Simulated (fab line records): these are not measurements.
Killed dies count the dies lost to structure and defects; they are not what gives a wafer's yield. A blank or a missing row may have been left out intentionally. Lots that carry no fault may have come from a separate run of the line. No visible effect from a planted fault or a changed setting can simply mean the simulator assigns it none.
fab line records	flow rit-cmos
[record] lots = 6	wafers = 18	last-day = 8
route steps=202 shown M1@184
lots that met no fault: from a run of the same line without faults
start-h: the number of hours between the record's first day and the start of the first shown wafer of the lot	wait-h: how many hours have passed since the lot's step before this one	" as in the row above	L1.1+2: a single row standing in for several wafers	- value missing, or start not given	* or withheld: withheld	< > ~ a bound
route shown NAME@n: NAME is a module with steps in the file, n the number in the route of the first one	usual: mean and standard deviation over wafers with no fault	same: alike in all rows	chamber/n: place in a boat	sites: per-site readings	_std_site: how widely they spread, as a standard deviation	_edge_site: mean of outer sites minus mean of inner sites	radius-mm: how far each site lies from the wafer's centre	mask NAME#n: copy n	behind: tool/chamber where the wafer was last shaped	hold: reason for holding the lot/hours on hold/outcome of the hold	device: the transistor (n, p or np) that didn't switch	end of line: at the end of the route, the tests of the same wafers	a step given without rows: its recipe and nothing more	killed: not the wafer's yield, but the dies lost to structure and defects at the first sort	map: dies across one wafer; x = killed, . = not, _ = none there
set.NAME: the setting the step ran with; set.NAME@STEP: the setting that earlier step ran with	model.NAME: the simulator's own value behind a step, which no gauge read
lots at selected steps of the route; one table per step, one row per wafer
services: a tool's chamber out of use, with start hour (start-h, from the record's first day; less than 0 if before it), hours out, and reason
[[steps]]
[step RIT_M1_SPUTTER_00]
[recipe] material = Al	target-thk-nm = 400	power-w = 2000	chamber-pressure-pa = 0.4	gas = Ar	time-s = 500	substrate-temp-c = 25
[usual] cathode-dc-power-W = 2000.1/0.35	throttle-valve-pct = 30.2/1.1
lot.wafer	tool	chamber	start-h	wait-h	cathode-dc-power-W	throttle-valve-pct
L842.1	pvd-sputter-04	-	77.02	0.0	2000.4	29.7
L842.3	"	-	"	"	2000.0	31.2
L842.5	"	-	"	"	1999.7	28.7
L852.2	pvd-sputter-04	-	125.80	0.0	1999.9	30.6
L852.3	"	-	"	"	2000.7	31.3
L852.4	"	-	"	"	2000.0	29.9
L853.1	pvd-sputter-03	-	135.83	0.0	2000.1	28.8
L853.2	"	-	"	"	2000.4	29.3
L853.5	"	-	"	"	2000.0	30.1
L855.4	pvd-sputter-03	-	141.39	0.0	1999.6	30.0
L855.5	"	-	"	"	2000.0	29.9
L855.6	"	-	"	"	1999.9	28.8
L858.1	pvd-sputter-04	-	170.81	0.0	2000.3	28.5
L858.2	"	-	"	"	1999.6	30.8
L858.3	"	-	"	"	1999.4	29.8
L862.1	pvd-sputter-04	-	191.07	0.0	2000.2	31.3
L862.4	"	-	"	"	1999.7	29.6
L862.6	"	-	"	"	2000.2	31.0
[step RIT_M1_RS_MEAS_01]
[recipe] thk-meas-gauge = four-point-probe	reads = Al_of_M1_SPUTTER_00
[usual] M1_AL_RS = 0.0735/0.00083
lot.wafer	tool	chamber	start-h	wait-h	M1_AL_RS[ohm/sq]
L842.1	film-metro-02	-	77.31	0.1	0.0728
L842.3	"	-	"	"	0.0727
L842.5	"	-	"	"	0.0727
L852.2	film-metro-02	-	126.12	0.2	0.0729
L852.3	"	-	"	"	0.0732
L852.4	"	-	"	"	0.0727
L853.1	film-metro-03	-	136.13	0.1	0.0744
L853.2	"	-	"	"	0.0744
L853.5	"	-	"	"	0.0742
L855.4	film-metro-03	-	141.74	0.2	0.0741
L855.5	"	-	"	"	0.0741
L855.6	"	-	"	"	0.0748
L858.1	film-metro-03	-	171.11	0.1	0.0721
L858.2	"	-	"	"	0.0732
L858.3	"	-	"	"	0.0725
L862.1	film-metro-04	-	191.37	0.1	0.0733
L862.4	"	-	"	"	0.0718
L862.6	"	-	"	"	0.0729
[step RIT_M1_THK_MEAS_02]
[recipe] thk-meas-gauge = xrf	reads = Al_of_M1_SPUTTER_00
[usual] M1_AL_THK = 400/4.7
lot.wafer	tool	chamber	start-h	wait-h	M1_AL_THK[nm]
L842.1	film-metro-02	-	77.43	0.1	402
L842.3	"	-	"	"	402
L842.5	"	-	"	"	404
L852.2	film-metro-02	-	126.23	0.1	404
L852.3	"	-	"	"	402
L852.4	"	-	"	"	405
L853.1	film-metro-03	-	136.25	0.1	396
L853.2	"	-	"	"	392
L853.5	"	-	"	"	396
L855.4	film-metro-03	-	141.83	0.1	396
L855.5	"	-	"	"	398
L855.6	"	-	"	"	392
L858.1	film-metro-03	-	171.23	0.1	407
L858.2	"	-	"	"	399
L858.3	"	-	"	"	404
L862.1	film-metro-04	-	191.49	0.1	401
L862.4	"	-	"	"	407
L862.6	"	-	"	"	405
[step RIT_M1_HMDS_03]
[recipe] prime-time-s = 60	prime-temp-c = 140
[step RIT_M1_COAT_04]
[recipe] resist = NOVOLAK	spin-rpm = 2000	resist-thk-nm = 1300
[step RIT_M1_SOFTBAKE_05]
[recipe] resist = NOVOLAK	temp-c = 90	time-s = 60
[step RIT_M1_EXPOSE_06]
[recipe] mask-id = M12	na = 0.6	source-shape = conventional	sigma-outer = 0.5	target-cd-nm = 2600	dose-mj = 250
[step RIT_M1_PEB_07]
[recipe] resist = NOVOLAK	temp-c = withheld	time-s = withheld
[step RIT_M1_DEVELOP_08]
[recipe] resist = NOVOLAK	develop-time-s = 68	dev-temp-c = 23
[step RIT_M1_CD_MEAS_09]
[recipe] target-cd-nm = 2600
[usual] cd-nm = 2599.5/2.1
lot.wafer	tool	chamber	start-h	wait-h	cd-nm
L842.1	cd-sem-01	-	78.37	-	2597.1
L842.3	"	-	"	"	2596.2
L842.5	"	-	"	"	2599.5
L852.2	cd-sem-01	-	127.30	-	2600.4
L852.3	"	-	"	"	2600.7
L852.4	"	-	"	"	2600.4
L853.1	cd-sem-01	-	137.31	-	2600.1
L853.2	"	-	"	"	2599.6
L853.5	"	-	"	"	2600.4
L855.4	cd-sem-02	-	142.80	-	2598.5
L855.5	"	-	"	"	2598.1
L855.6	"	-	"	"	2596.5
L858.1	cd-sem-02	-	172.17	-	2600.7
L858.2	"	-	"	"	2600.5
L858.3	"	-	"	"	2599.6
L862.1	cd-sem-02	-	192.44	-	2597.5
L862.4	"	-	"	"	2597.9
L862.6	"	-	"	"	2600.6
[step RIT_M1_OVL_MEAS_10]
[usual] M1_OVL = 0.0/1.4
lot.wafer	tool	chamber	start-h	wait-h	M1_OVL[nm]
L842.1	overlay-01	-	78.49	0.1	-0.7
L842.3	"	-	"	"	-0.8
L842.5	"	-	"	"	-2.9
L852.2	overlay-02	-	127.41	0.1	0.0
L852.3	"	-	"	"	0.8
L852.4	"	-	"	"	0.4
L853.1	overlay-02	-	137.43	0.1	0.1
L853.2	"	-	"	"	0.4
L853.5	"	-	"	"	-1.0
L855.4	overlay-01	-	142.88	0.1	0.1
L855.5	"	-	"	"	-1.1
L855.6	"	-	"	"	-1.4
L858.1	overlay-01	-	172.29	0.1	0.1
L858.2	"	-	"	"	-2.1
L858.3	"	-	"	"	-0.6
L862.1	overlay-01	-	192.56	0.1	-1.0
L862.4	"	-	"	"	-0.2
L862.6	"	-	"	"	-0.4
[step RIT_M1_HARDBAKE_11]
[recipe] resist = NOVOLAK	temp-c = 140	time-s = 120
[step RIT_M1_METAL_ETCH_12]
[recipe] stop-on = SiO2	chemistry = Cl2/BCl3	target = Al	time-s = 165	over-etch-frac = 0.5	pressure-mtorr = 100	target-depth-a = 6000	rf-w = 250	Cl2_flow_sccm = 60	bcl3-flow-sccm = 50
[usual] drypump-motor-current-A = 5.71/0.26	oes-product-au = 0.781/0.011	throttle-valve-pct = 8.26/0.13
lot.wafer	tool	chamber	start-h	wait-h	drypump-motor-current-A	oes-product-au	rf-hours-counter-h	throttle-valve-pct	model.NOVOLAK_of_M1_COAT_04.thk-nm	model.M1.feature-depth-nm	model.SiO2_of_CONTACT_CVD_00.thk-nm
L842.1	rie-metal-02	0	78.78	0.2	5.39	0.772	2.7	8.39	816.6	436.1	366
L842.3	"	1	"	"	6.05	0.779	-	8.07	817.3	436.6	368.3
L842.5	"	1	"	"	6.04	0.779	-	8.08	815.4	436.2	371.1
L852.2	rie-metal-03	1	127.74	0.2	5.82	0.788	-	8.33	807.5	435.5	364.4
L852.3	"	1	"	"	5.85	0.792	-	8.34	806.6	433.7	369.5
L852.4	"	1	"	"	5.83	0.786	-	8.35	804.3	436.2	367.6
L853.1	rie-metal-01	1	137.72	0.2	5.59	0.776	4.9	8.13	806.3	429	355.1
L853.2	"	0	"	"	5.85	0.776	4.9	8.25	811.4	428.5	356.5
L853.5	"	1	"	"	5.62	0.788	-	8.11	804.8	429.6	362.9
L855.4	rie-metal-03	1	143.31	0.2	5.80	0.779	-	8.33	914.2	419.6	385
L855.5	"	1	"	"	5.81	0.786	-	8.34	912.4	418.6	385.6
L855.6	"	1	"	"	5.84	0.780	-	8.34	912.9	415.5	384.6
L858.1	rie-metal-03	1	172.66	0.2	5.81	0.785	2.0	8.32	915.8	405.8	372.3
L858.2	"	1	"	"	5.80	0.783	-	8.33	913.2	424.6	376.5
L858.3	"	1	"	"	5.82	0.796	-	8.35	913.4	427.9	377.2
L862.1	rie-metal-01	1	192.84	0.2	5.56	0.790	5.2	8.12	801.3	433.6	357.1
L862.4	"	0	"	"	5.84	0.790	-	8.26	803.4	441.5	361.9
L862.6	"	1	"	"	5.59	0.786	-	8.11	799.5	435.9	361
[step RIT_M1_STRIP_13]
[recipe] chemistry = nmp	resist = NOVOLAK	temp-c = 80	time-s = 600	dry = n2-spin
[step RIT_M1_STRIP_14]
[recipe] chemistry = O2	time-s = 180	platen-temp-c = withheld	power-w = 500	pressure-mtorr = 4000	o2-flow-sccm = 4000
[usual] drypump-motor-current-A = 5.6/0.56
lot.wafer	tool	chamber	start-h	wait-h	drypump-motor-current-A	rf-hours-counter-h
L842.1	plasma-asher-02	0	79.12	0.0	5.8	42
L842.3	"	1	"	"	5.6	-
L842.5	"	1	"	"	5.6	-
L852.2	plasma-asher-03	1	128.20	0.0	5.9	36
L852.3	"	0	"	"	6.4	-
L852.4	"	1	"	"	5.9	-
L853.1	plasma-asher-01	0	138.06	0.0	4.8	46
L853.2	"	1	"	"	6.0	46
L853.5	"	0	"	"	4.7	-
L855.4	plasma-asher-03	1	143.71	0.1	5.9	-
L855.5	"	0	"	"	6.4	-
L855.6	"	1	"	"	5.9	-
L858.1	plasma-asher-01	0	173.17	0.0	4.8	50
L858.2	"	1	"	"	6.0	50
L858.3	"	1	"	"	6.0	-
L862.1	plasma-asher-02	1	193.18	0.0	5.6	52
L862.4	"	0	"	"	5.8	-
L862.6	"	1	"	"	5.6	-
[step RIT_M1_CD_MEAS_90]
[recipe] target-cd-nm = 2600
[usual] cd-nm = 2599.3/2.2
lot.wafer	tool	chamber	start-h	wait-h	hold	cd-nm
L842.1	cd-sem-01	-	79.29	0.1	-	2597.6
L842.3	"	-	"	"	-	2596.9
L842.5	"	-	"	"	-	2599.6
L852.2	cd-sem-01	-	128.41	0.2	-	2599.7
L852.3	"	-	"	"	-	2600.9
L852.4	"	-	"	"	-	2600.0
L853.1	cd-sem-01	-	138.23	0.1	-	2598.7
L853.2	"	-	"	"	-	2600.8
L853.5	"	-	"	"	-	2600.5
L855.4	cd-sem-02	-	143.89	0.1	await-dispo/0.2h/release	2608.8
L855.5	"	-	"	"	await-dispo/0.2h/release	2605.4
L855.6	"	-	"	"	await-dispo/0.2h/release	2604.1
L855.4	cd-sem-02	-	144.17	0.3	-	2608.3
L855.5	"	-	"	"	-	2605.3
L855.6	"	-	"	"	-	2604.1
L858.1	cd-sem-01	-	173.35	0.1	-	2607.6
L858.2	"	-	"	"	-	2606.9
L858.3	"	-	"	"	-	2606.1
L862.1	cd-sem-02	-	193.35	0.1	-	2596.5
L862.4	"	-	"	"	-	2597.6
L862.6	"	-	"	"	-	2599.9
[[services]]
tool	chamber	start-h	hours	kind
plasma-asher-02	-	83.87	14.6	pm
rie-metal-01	-	90.10	0.4	repair
plasma-asher-01	-	103.33	0.4	repair
pvd-sputter-03	-	117.07	1.3	repair
rie-metal-02	-	125.88	1.9	repair
rie-metal-01	1	153.16	5.3	repair
rie-metal-01	-	166.61	0.3	repair
plasma-asher-02	-	171.97	1.6	repair
[[key]]
[first-sign] step = RIT_M1_CD_MEAS_90	reading = visit	direction = added
[effect] step = RIT_M1_CD_MEAS_90	reading = cd-nm	direction = up	sigmas = 3.3	usual = 2599.3	struck = 2606.5
[model-effect] step = RIT_M1_METAL_ETCH_12	value = NOVOLAK_of_M1_COAT_04.thk-nm	without = 807.7	struck = 913.6
met-at RIT_M1_METAL_ETCH_12
struck-wafers L855.4,L855.5,L855.6,L858.1,L858.2,L858.3
sort-left-out L855.4,L855.5,L855.6,L858.1,L858.2,L858.3
onset-between 127.74 143.31
[fault] kind = process-parameter-drift	tool = rie-metal-03	chamber = -	onset-h = 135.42	steps = RIT_M1_METAL_ETCH_12	channel = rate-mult	offset = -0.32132	shape = step	end-h = 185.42
// sort-left-out: the simulated sort isn't trusted on such a fault, so these wafers' sort isn't shown, and their yield isn't known
